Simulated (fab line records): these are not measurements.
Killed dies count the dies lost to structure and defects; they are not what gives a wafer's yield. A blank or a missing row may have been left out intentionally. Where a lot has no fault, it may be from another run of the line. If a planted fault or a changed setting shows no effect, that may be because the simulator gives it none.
fab line records    flow berkeleyCmos170    part 1 of 2: steps 1 to 27 of 36
record lots=5  wafers=15  lastDay=10
route steps=331 shown CONTACT@236 M1@238 V1@254 M2@271
lots that met no fault: taken from a fault-free run of the same line
startH: hours from the record's first day to the start of the lot's first wafer shown    waitH: time in hours since the lot's previous step    " as in the row above    L1.1+2: several wafers, shown together as one row    - no value, or no start was given    * or withheld: withheld    < > ~ a bound
route shown NAME@n: names a module that has steps shown in the file, with the first one's number in the route    usual: average and standard deviation across the fault-free wafers    same: alike in all rows    chamber/n: place in a boat    sites: each site's reading    _std_site: how widely they spread, as a standard deviation    _edge_site: mean of outer sites minus mean of inner sites    radiusMm: how far each site lies from the wafer's centre    mask NAME#n: copy n    behind: the last tool/chamber to shape the wafer    hold: what put the lot on hold/how long, in hours/how the hold closed    device: the n, p or np transistor that did not switch    end of line: the route-end tests of the same wafers    a step with no rows: only its recipe    killed: not the wafer's yield, but the dies lost to structure and defects at the first sort    map: a wafer's dies, x killed, . not, _ none there
set.NAME: the setting as run; set.NAME@STEP: as run at that earlier step    model.NAME: the simulator's own value behind a step, which no gauge read
a table for each step, a row for each wafer; lots at some steps of the route
services: the hour from which a tool's chamber was out of use, counted from the record's first day as startH (under 0 if before that day), plus the number of hours and why
## steps
# step UCB170_CONTACT_CD_MEAS_90
# recipe targetCdNm=700
# usual cdNm=699.3/1.8
lot.wafer  tool      chamber  startH  waitH  cdNm
L075.2     cdSem-02  -        157.20  0.1    700.6
L075.3     "         -        "       "      700.4
L075.5     "         -        "       "      701.6
L080.1     cdSem-02  -        170.01  0.1    699.2
L080.2     "         -        "       "      698.5
L080.5     "         -        "       "      699.3
L079.1     cdSem-01  -        170.63  0.1    699.0
L079.3     "         -        "       "      701.5
L079.5     "         -        "       "      700.8
L085.1     cdSem-01  -        211.16  0.1    700.3
L085.4     "         -        "       "      700.1
L085.5     "         -        "       "      701.1
L091.2     cdSem-02  -        224.72  0.1    695.5
L091.4     "         -        "       "      696.4
L091.5     "         -        "       "      696.0
# step UCB170_CONTACT_CLEAN_20
# recipe chemistry=SPM  tempC=120  timeS=600
# same timeS=600
lot.wafer   tool         chamber  startH  waitH
L075.2+3+5  wetBench-03  2        157.30  0.1
L080.1+2+5  wetBench-02  2        170.15  0.1
L079.1+3+5  wetBench-03  1        170.75  0.1
L085.1+4+5  wetBench-02  2        211.28  0.1
L091.2+4+5  wetBench-03  3        224.93  0.2
# step UCB170_M1_SPUTTER_00
# recipe material=Al  targetThkNm=600  timeS=80  powerW=6237  chamberPressurePa=0.5
# usual throttleValvePct=29.7/1.1
# same timeS=80
lot.wafer  tool           chamber  startH  waitH  throttleValvePct
L075.2     pvdSputter-04  -        157.47  0.0    29.4
L075.3     "              -        "       "      29.5
L075.5     "              -        "       "      28.7
L080.1     pvdSputter-04  -        170.32  0.0    29.3
L080.2     "              -        "       "      28.6
L080.5     "              -        "       "      28.6
L079.1     pvdSputter-01  -        170.95  0.0    27.2
L079.3     "              -        "       "      31.0
L079.5     "              -        "       "      31.1
L085.1     pvdSputter-03  -        211.45  0.0    29.5
L085.4     "              -        "       "      30.7
L085.5     "              -        "       "      30.3
L091.2     pvdSputter-03  -        225.11  0.0    29.9
L091.4     "              -        "       "      29.4
L091.5     "              -        "       "      30.2
# step UCB170_M1_RS_MEAS_01
# recipe thkMeasGauge=four-point-probe  reads=Al_of_M1_SPUTTER_00
# usual M1_AL_RS=0.0467/0.00051
lot.wafer  tool          chamber  startH  waitH  M1_AL_RS[ohm/sq]
L075.2     filmMetro-04  -        157.56  0.1    0.0470
L075.3     "             -        "       "      0.0467
L075.5     "             -        "       "      0.0462
L080.1     filmMetro-02  -        170.38  0.0    0.0458
L080.2     "             -        "       "      0.0464
L080.5     "             -        "       "      0.0461
L079.1     filmMetro-03  -        171.01  0.0    0.0467
L079.3     "             -        "       "      0.0464
L079.5     "             -        "       "      0.0472
L085.1     filmMetro-02  -        211.51  0.0    0.0467
L085.4     "             -        "       "      0.0474
L085.5     "             -        "       "      0.0467
L091.2     filmMetro-03  -        225.19  0.1    0.0473
L091.4     "             -        "       "      0.0469
L091.5     "             -        "       "      0.0470
# step UCB170_M1_THK_MEAS_02
# recipe thkMeasGauge=xrf  reads=Al_of_M1_SPUTTER_00
# usual M1_AL_THK=619/6.7
lot.wafer  tool          chamber  startH  waitH  M1_AL_THK[nm]
L075.2     filmMetro-04  -        157.67  0.1    611
L075.3     "             -        "       "      613
L075.5     "             -        "       "      621
L080.1     filmMetro-02  -        170.50  0.1    628
L080.2     "             -        "       "      623
L080.5     "             -        "       "      622
L079.1     filmMetro-03  -        171.13  0.1    621
L079.3     "             -        "       "      625
L079.5     "             -        "       "      615
L085.1     filmMetro-02  -        211.63  0.1    618
L085.4     "             -        "       "      612
L085.5     "             -        "       "      618
L091.2     filmMetro-03  -        225.30  0.1    612
L091.4     "             -        "       "      619
L091.5     "             -        "       "      613
# step UCB170_M1_COAT_03
# recipe resist=BARC  tempC=withheld  timeS=withheld  spinRpm=3000  resistThkNm=withheld
# usual exhaustPa=45.0/0.9
lot.wafer  tool           chamber  startH  waitH  exhaustPa
L075.2     lithoTrack-04  0        157.78  0.1    44.6
L075.3     "              0        "       "      42.7
L075.5     "              0        "       "      43.5
L080.1     lithoTrack-04  0        170.56  0.1    44.7
L080.2     "              0        "       "      45.1
L080.5     "              0        "       "      45.4
L079.1     lithoTrack-02  0        171.29  0.1    45.5
L079.3     "              0        "       "      44.2
L079.5     "              0        "       "      45.4
L085.1     lithoTrack-03  0        211.69  0.1    45.2
L085.4     "              0        "       "      44.6
L085.5     "              0        "       "      45.4
L091.2     lithoTrack-04  0        225.91  0.6    45.9
L091.4     "              0        "       "      45.4
L091.5     "              0        "       "      45.5
# step UCB170_M1_COAT_04
# recipe resist=KrF  spinRpm=1500  resistThkNm=900
# usual exhaustPa=44.9/0.85
lot.wafer  tool           chamber  startH  waitH  exhaustPa
L075.2     lithoTrack-04  0        -       -      46.0
L075.3     "              0        "       "      45.9
L075.5     "              0        "       "      45.6
L080.1     lithoTrack-04  0        -       -      45.4
L080.2     "              0        "       "      45.0
L080.5     "              0        "       "      45.6
L079.1     lithoTrack-02  0        -       -      44.6
L079.3     "              0        "       "      44.4
L079.5     "              0        "       "      45.0
L085.1     lithoTrack-03  0        -       -      45.5
L085.4     "              0        "       "      43.3
L085.5     "              0        "       "      44.0
L091.2     lithoTrack-04  0        -       -      44.8
L091.4     "              0        "       "      45.0
L091.5     "              0        "       "      45.1
# step UCB170_M1_SOFTBAKE_05
# recipe resist=KrF  tempC=130  timeS=60
# usual exhaustPa=45.2/0.95
# same timeS=60
lot.wafer  tool           chamber  startH  waitH  exhaustPa
L075.2     lithoTrack-04  0        -       -      46.7
L075.3     "              0        "       "      46.8
L075.5     "              0        "       "      47.3
L080.1     lithoTrack-04  0        -       -      44.5
L080.2     "              0        "       "      45.5
L080.5     "              0        "       "      45.0
L079.1     lithoTrack-02  0        -       -      45.1
L079.3     "              0        "       "      45.1
L079.5     "              0        "       "      45.0
L085.1     lithoTrack-03  0        -       -      45.2
L085.4     "              0        "       "      44.9
L085.5     "              0        "       "      45.3
L091.2     lithoTrack-04  0        -       -      45.9
L091.4     "              0        "       "      46.2
L091.5     "              0        "       "      45.7
# step UCB170_M1_EXPOSE_06
# recipe maskId=METAL1  targetCdNm=700  na=0.5  sigmaOuter=0.6  sourceShape=conventional  doseMj=21
lot.wafer   tool           chamber  startH  waitH  mask
L075.2+3+5  krfScanner-01  0        158.23  -      METAL1#0
L080.1+2+5  krfScanner-02  0        171.14  -      METAL1#0
L079.1+3+5  krfScanner-02  0        171.74  -      METAL1#0
L085.1+4+5  krfScanner-02  0        212.27  -      METAL1#0
L091.2+4+5  krfScanner-02  0        226.39  -      METAL1#0
# step UCB170_M1_PEB_07
# recipe pebTempC=130  pebTimeS=withheld  resist=KrF
# usual exhaustPa=45.0/0.95
lot.wafer  tool           chamber  startH  waitH  exhaustPa
L075.2     lithoTrack-04  0        158.35  0.1    43.7
L075.3     "              0        "       "      44.5
L075.5     "              0        "       "      44.3
L080.1     lithoTrack-03  0        171.29  0.1    45.0
L080.2     "              0        "       "      46.4
L080.5     "              0        "       "      45.9
L079.1     lithoTrack-03  0        171.98  0.2    45.4
L079.3     "              0        "       "      45.6
L079.5     "              0        "       "      45.2
L085.1     lithoTrack-04  0        212.39  0.1    44.3
L085.4     "              0        "       "      45.5
L085.5     "              0        "       "      44.2
L091.2     lithoTrack-04  0        226.91  0.5    46.1
L091.4     "              0        "       "      44.5
L091.5     "              0        "       "      46.5
# step UCB170_M1_DEVELOP_08
# recipe developer=TMAH  developTimeS=45  resist=KrF  devTempC=21
# usual exhaustPa=44.9/0.88
lot.wafer  tool           chamber  startH  waitH  exhaustPa
L075.2     lithoTrack-04  0        -       -      44.4
L075.3     "              0        "       "      43.7
L075.5     "              0        "       "      43.2
L080.1     lithoTrack-03  0        -       -      44.7
L080.2     "              0        "       "      46.0
L080.5     "              0        "       "      44.3
L079.1     lithoTrack-03  0        -       -      45.6
L079.3     "              0        "       "      45.7
L079.5     "              0        "       "      45.0
L085.1     lithoTrack-04  0        -       -      44.9
L085.4     "              0        "       "      45.1
L085.5     "              0        "       "      45.3
L091.2     lithoTrack-04  0        -       -      46.1
L091.4     "              0        "       "      45.0
L091.5     "              0        "       "      45.1
# step UCB170_M1_CD_MEAS_09
# recipe targetCdNm=700
# usual cdNm=699.9/1.5
lot.wafer  tool      chamber  startH  waitH  cdNm
L075.2     cdSem-02  -        158.62  -      700.2
L075.3     "         -        "       "      699.7
L075.5     "         -        "       "      699.7
L080.1     cdSem-01  -        171.57  -      698.3
L080.2     "         -        "       "      699.7
L080.5     "         -        "       "      698.8
L079.1     cdSem-02  -        172.25  -      702.0
L079.3     "         -        "       "      701.5
L079.5     "         -        "       "      701.9
L085.1     cdSem-02  -        212.71  -      700.3
L085.4     "         -        "       "      702.6
L085.5     "         -        "       "      701.4
L091.2     cdSem-01  -        227.23  -      697.9
L091.4     "         -        "       "      698.5
L091.5     "         -        "       "      698.9
# step UCB170_M1_OVL_MEAS_10
# usual M1_OVL=-1/4.2
lot.wafer  tool        chamber  startH  waitH  M1_OVL[nm]
L075.2     overlay-02  -        158.72  0.1    3
L075.3     "           -        "       "      1
L075.5     "           -        "       "      5
L080.1     overlay-02  -        171.69  0.1    -2
L080.2     "           -        "       "      -4
L080.5     "           -        "       "      -4
L079.1     overlay-02  -        172.37  0.1    1
L079.3     "           -        "       "      2
L079.5     "           -        "       "      -4
L085.1     overlay-01  -        212.83  0.1    2
L085.4     "           -        "       "      0
L085.5     "           -        "       "      2
L091.2     overlay-01  -        227.34  0.1    -3
L091.4     "           -        "       "      1
L091.5     "           -        "       "      -2
# step UCB170_M1_ETCH_11
# recipe chemistry=N2/H2  targetDepthA=withheld  overetchA=withheld  target=BARC  timeS=withheld  sourceW=500  biasW=100  pressureMtorr=30  n2FlowSccm=100  h2FlowSccm=200
# usual drypumpMotorCurrentA=5.5/0.43  oesProductAu=1.001/0.015  rfFwdPowerW=494.5/2.3  throttleValvePct=13.36/0.2
lot.wafer  tool        chamber  startH  waitH  drypumpMotorCurrentA  oesProductAu  rfFwdPowerW  throttleValvePct
L075.2     rieDiel-04  1        158.75  0.0    5.8                   1.003         494.0        13.49
L075.3     "           3        "       "      5.2                   1.008         494.7        13.25
L075.5     "           2        "       "      5.4                   1.004         492.1        13.07
L080.1     rieDiel-02  2        171.72  0.0    5.2                   1.011         499.8        13.12
L080.2     "           0        "       "      6.1                   1.000         493.6        13.40
L080.5     "           2        "       "      5.2                   1.014         496.8        13.13
L079.1     rieDiel-04  3        172.41  0.0    5.2                   1.000         491.6        13.24
L079.3     "           0        "       "      5.6                   1.012         489.3        13.59
L079.5     "           0        "       "      5.6                   0.995         491.9        13.57
L085.1     rieDiel-01  1        212.87  0.0    5.0                   0.983         497.0        13.45
L085.4     "           0        "       "      5.9                   0.957         496.4        13.22
L085.5     "           1        "       "      5.0                   0.966         496.1        13.45
L091.2     rieDiel-01  2        227.37  0.0    5.1                   1.020         498.2        13.45
L091.4     "           3        "       "      5.5                   1.007         497.5        13.10
L091.5     "           3        "       "      5.5                   1.005         495.6        13.10
# step UCB170_M1_METAL_ETCH_12
# recipe chemistry=Cl2/BCl3  target=Al  stopOn=PSG  pressureMtorr=12  targetDepthA=7800  overEtchFrac=0.3  timeS=130  icpW=600  biasW=120  Cl2_flow_sccm=90  bcl3FlowSccm=45
# usual drypumpMotorCurrentA=5.3/0.33  oesProductAu=0.880/0.017  rfFwdPowerW=596.9/2.5  throttleValvePct=24.49/0.18
# same timeS=130
lot.wafer  tool         chamber  startH  waitH  drypumpMotorCurrentA  oesProductAu  rfFwdPowerW  rfHoursCounterH  throttleValvePct
L075.2     rieMetal-01  0        158.80  -      4.7                   0.852         599.8        0                24.53
L075.3     "            0        "       "      4.7                   0.855         599.7        -                24.54
L075.5     "            1        "       "      5.4                   0.873         598.4        -                24.53
L080.1     rieMetal-01  0        171.77  -      4.7                   0.863         600.7        1                24.53
L080.2     "            1        "       "      5.3                   0.870         598.5        8                24.53
L080.5     "            1        "       "      5.3                   0.880         597.5        -                24.52
L079.1     rieMetal-04  1        172.45  -      5.1                   0.896         594.0        7                24.43
L079.3     "            1        "       "      5.1                   0.900         594.2        -                24.44
L079.5     "            1        "       "      5.1                   0.885         594.3        -                24.42
L085.1     rieMetal-04  1        212.91  -      5.1                   0.900         597.5        8                24.43
L085.4     "            1        "       "      5.1                   0.876         600.7        -                24.44
L085.5     "            1        "       "      5.1                   0.890         598.1        -                24.42
L091.2     rieMetal-02  0        227.41  -      5.3                   0.853         599.4        8                24.64
L091.4     "            0        "       "      5.4                   0.858         598.3        -                24.64
L091.5     "            1        "       "      5.9                   0.891         594.0        -                24.05
# step UCB170_M1_STRIP_13
# recipe chemistry=O2  powerW=400  pressureMtorr=3500  platenTempC=withheld  o2FlowSccm=400  overashFraction=0.5
# usual drypumpMotorCurrentA=5.7/0.31  oesProductAu=0.720/0.0048
lot.wafer  tool            chamber  startH  waitH  drypumpMotorCurrentA  oesProductAu  rfHoursCounterH
L075.2     plasmaAsher-04  1        158.93  0.1    5.3                   0.715         43
L075.3     "               0        "       "      5.7                   0.716         -
L075.5     "               0        "       "      5.7                   0.714         -
L080.1     plasmaAsher-04  1        171.90  0.1    5.4                   0.711         44
L080.2     "               0        "       "      5.7                   0.723         44
L080.5     "               1        "       "      5.3                   0.720         -
L079.1     plasmaAsher-03  1        172.58  0.1    5.9                   0.718         50
L079.3     "               0        "       "      6.2                   0.723         -
L079.5     "               0        "       "      6.2                   0.721         -
L085.1     plasmaAsher-04  0        213.04  0.1    5.7                   0.717         49
L085.4     "               0        "       "      5.7                   0.718         -
L085.5     "               1        "       "      5.4                   0.718         -
L091.2     plasmaAsher-03  0        227.56  0.1    6.2                   0.717         57
L091.4     "               0        "       "      6.2                   0.712         -
L091.5     "               1        "       "      5.9                   0.713         -
# step UCB170_M1_CD_MEAS_90
# recipe targetCdNm=700
# usual cdNm=698.8/2.4
lot.wafer  tool      chamber  startH  waitH  cdNm
L075.2     cdSem-01  -        159.05  0.1    697.4
L075.3     "         -        "       "      698.4
L075.5     "         -        "       "      700.1
L080.1     cdSem-01  -        172.00  0.1    696.1
L080.2     "         -        "       "      700.5
L080.5     "         -        "       "      700.5
L079.1     cdSem-01  -        172.68  0.1    698.3
L079.3     "         -        "       "      696.7
L079.5     "         -        "       "      700.0
L085.1     cdSem-01  -        213.14  0.1    698.9
L085.4     "         -        "       "      699.8
L085.5     "         -        "       "      699.8
L091.2     cdSem-02  -        227.68  0.1    696.9
L091.4     "         -        "       "      694.8
L091.5     "         -        "       "      697.3
# step UCB170_M1_ANNEAL_14
# recipe tempC=400  timeS=1200  ambient=formingGas
# same timeS=1200
lot.wafer   tool  chamber  startH  waitH
L075.2+3+5  -     -        163.65  4.6
L079.1+3+5  -     -        176.83  4.1
L080.1+2+5  -     -        176.83  4.8
L085.1+4+5  -     -        215.28  2.1
L091.2+4+5  -     -        228.87  1.2
# step UCB170_V1_CVD_00
# recipe material=SiO2  targetThkNm=2000  tempC=390  precursor=TEOS/O2  timeS=250  rfW=550  pressureMtorr=9000
# usual heaterPowerW=268/50  rfFwdPowerW=548.9/1.7
# same timeS=250
lot.wafer  tool      chamber  startH  waitH  heaterPowerW  rfFwdPowerW
L075.2     pecvd-04  2        164.98  0.0    326           548.5
L075.3     "         0        "       "      268           549.1
L075.5     "         2        "       "      222           549.3
L079.1     pecvd-01  1        178.16  0.0    275           547.4
L079.3     "         2        "       "      289           550.6
L079.5     "         0        "       "      236           548.1
L080.1     pecvd-04  1        178.16  0.0    299           548.3
L080.2     "         0        "       "      285           551.7
L080.5     "         0        "       "      218           550.7
L085.1     pecvd-01  0        216.61  0.0    227           549.5
L085.4     "         1        "       "      267           546.9
L085.5     "         0        "       "      163           549.3
L091.2     pecvd-02  2        230.21  0.0    234           548.9
L091.4     "         0        "       "      342           550.5
L091.5     "         2        "       "      284           548.5
# step UCB170_V1_THK_MEAS_01
# recipe reads=SiO2_of_V1_CVD_00
# usual V1_TEOS_THK=2003/25
lot.wafer  tool          chamber  startH  waitH  V1_TEOS_THK[nm]
L075.2     filmMetro-04  -        165.14  0.1    1977
L075.3     "             -        "       "      1980
L075.5     "             -        "       "      2006
L079.1     filmMetro-01  -        178.32  0.1    2007
L079.3     "             -        "       "      2032
L079.5     "             -        "       "      2039
L080.1     filmMetro-03  -        178.32  0.1    1933
L080.2     "             -        "       "      1965
L080.5     "             -        "       "      2019
L085.1     filmMetro-01  -        216.77  0.1    1983
L085.4     "             -        "       "      1989
L085.5     "             -        "       "      2034
L091.2     filmMetro-04  -        230.37  0.1    1991
L091.4     "             -        "       "      2003
L091.5     "             -        "       "      2034
# step UCB170_V1_CMP_02
# recipe material=SiO2  downForcePsi=6  platenRpm=60  padVelocityMS=0.75398
# usual headPressurePsi=6.000/0.013  motorCurrentA=16.0/1.4
lot.wafer  tool    chamber  startH  waitH  headPressurePsi  motorCurrentA
L075.2     cmp-01  3        165.19  0.0    6.011            16.4
L075.3     "       2        "       "      6.019            14.8
L075.5     "       3        "       "      5.987            16.7
L079.3     cmp-02  1        178.43  0.1    6.008            14.6
L079.1     "       3        "       "      6.008            16.2
L079.5     "       1        "       "      6.016            14.2
L080.1     cmp-01  0        178.43  0.1    6.003            14.6
L080.2     "       1        "       "      6.015            15.6
L080.5     "       0        "       "      6.011            15.2
L085.4     cmp-01  2        216.88  0.1    5.991            14.1
L085.1     "       3        "       "      5.989            16.2
L085.5     "       1        "       "      6.027            15.5
L091.2     cmp-02  3        230.72  0.3    5.997            16.1
L091.4     "       2        "       "      6.014            15.7
L091.5     "       3        "       "      6.015            16.1
# step UCB170_V1_BOW_MEAS_03
# recipe mode=bow
# usual V1_BOW=19/7.4
lot.wafer  tool          chamber  startH  waitH  V1_BOW[um]
L075.2     filmMetro-01  -        165.51  0.3    34
L075.3     "             -        "       "      23
L075.5     "             -        "       "      26
L079.1     filmMetro-03  -        178.68  0.1    20
L079.3     "             -        "       "      25
L079.5     "             -        "       "      23
L080.1     filmMetro-04  -        178.68  0.2    9
L080.2     "             -        "       "      14
L080.5     "             -        "       "      33
L085.1     filmMetro-01  -        217.13  0.1    18
L085.4     "             -        "       "      14
L085.5     "             -        "       "      21
L091.2     filmMetro-03  -        231.04  0.3    13
L091.4     "             -        "       "      9
L091.5     "             -        "       "      19
# step UCB170_V1_THK_MEAS_04
# recipe reads=SiO2_of_V1_CVD_00
# usual V1_POLISHED_THK=1000.8/1.2
lot.wafer  tool          chamber  startH  waitH  V1_POLISHED_THK[nm]
L075.2     filmMetro-01  -        165.62  0.1    1001.4
L075.3     "             -        "       "      1000.4
L075.5     "             -        "       "      1000.1
L079.1     filmMetro-03  -        178.80  0.1    999.9
L079.3     "             -        "       "      998.9
L079.5     "             -        "       "      998.9
L080.1     filmMetro-04  -        178.80  0.1    1000.5
L080.2     "             -        "       "      1001.3
L080.5     "             -        "       "      1000.9
L085.1     filmMetro-01  -        217.25  0.1    1001.3
L085.4     "             -        "       "      1002.5
L085.5     "             -        "       "      1002.3
L091.2     filmMetro-03  -        231.15  0.1    1000.3
L091.4     "             -        "       "      1000.0
L091.5     "             -        "       "      999.8
# step UCB170_V1_CLEAN_05
# recipe chemistry=DIW
lot.wafer   tool         chamber  startH  waitH
L075.2+3+5  wetBench-03  3        165.77  0.1
L079.1+3+5  wetBench-01  2        178.86  0.1
L080.1+2+5  wetBench-01  1        178.86  0.1
L085.1+4+5  wetBench-04  3        217.31  0.1
L091.2+4+5  wetBench-01  0        231.45  0.3
# step UCB170_V1_HMDS_06
# recipe primeTimeS=60  primeTempC=100
# usual exhaustPa=44.8/0.81
lot.wafer  tool           chamber  startH  waitH  exhaustPa
L075.2     lithoTrack-02  0        165.98  0.0    44.8
L075.3     "              0        "       "      45.4
L075.5     "              0        "       "      45.1
L080.1     lithoTrack-03  0        179.03  0.0    45.7
L080.2     "              0        "       "      43.7
L080.5     "              0        "       "      44.2
L079.1     lithoTrack-01  0        179.13  0.1    45.5
L079.3     "              0        "       "      47.2
L079.5     "              0        "       "      45.4
L085.1     lithoTrack-03  0        218.01  0.5    45.1
L085.4     "              0        "       "      44.8
L085.5     "              0        "       "      44.1
L091.2     lithoTrack-03  0        231.94  0.3    46.1
L091.4     "              0        "       "      46.0
L091.5     "              0        "       "      46.7
# step UCB170_V1_COAT_07
# recipe resist=KrF  spinRpm=1500  resistThkNm=900
# usual exhaustPa=45.0/0.86
lot.wafer  tool           chamber  startH  waitH  exhaustPa
L075.2     lithoTrack-02  0        166.13  0.1    45.9
L075.3     "              0        "       "      44.6
L075.5     "              0        "       "      45.9
L080.1     lithoTrack-03  0        179.18  0.1    44.4
L080.2     "              0        "       "      44.9
L080.5     "              0        "       "      44.6
L079.1     lithoTrack-01  0        179.28  0.1    45.8
L079.3     "              0        "       "      46.0
L079.5     "              0        "       "      44.8
L085.1     lithoTrack-03  0        218.16  0.1    44.8
L085.4     "              0        "       "      45.1
L085.5     "              0        "       "      43.1
L091.2     lithoTrack-03  0        232.09  0.1    46.2
L091.4     "              0        "       "      45.3
L091.5     "              0        "       "      45.9
# step UCB170_V1_SOFTBAKE_08
# recipe resist=KrF  tempC=130  timeS=60
# usual exhaustPa=44.9/0.89
# same timeS=60
lot.wafer  tool           chamber  startH  waitH  exhaustPa
L075.2     lithoTrack-02  0        166.28  0.1    45.2
L075.3     "              0        "       "      45.6
L075.5     "              0        "       "      44.5
L080.1     lithoTrack-03  0        179.33  0.1    46.4
L080.2     "              0        "       "      44.9
L080.5     "              0        "       "      46.1
L079.1     lithoTrack-01  0        179.43  0.1    45.8
L079.3     "              0        "       "      46.8
L079.5     "              0        "       "      45.9
L085.1     lithoTrack-03  0        218.31  0.1    43.8
L085.4     "              0        "       "      44.8
L085.5     "              0        "       "      44.9
L091.2     lithoTrack-03  0        232.24  0.1    45.2
L091.4     "              0        "       "      45.2
L091.5     "              0        "       "      45.2
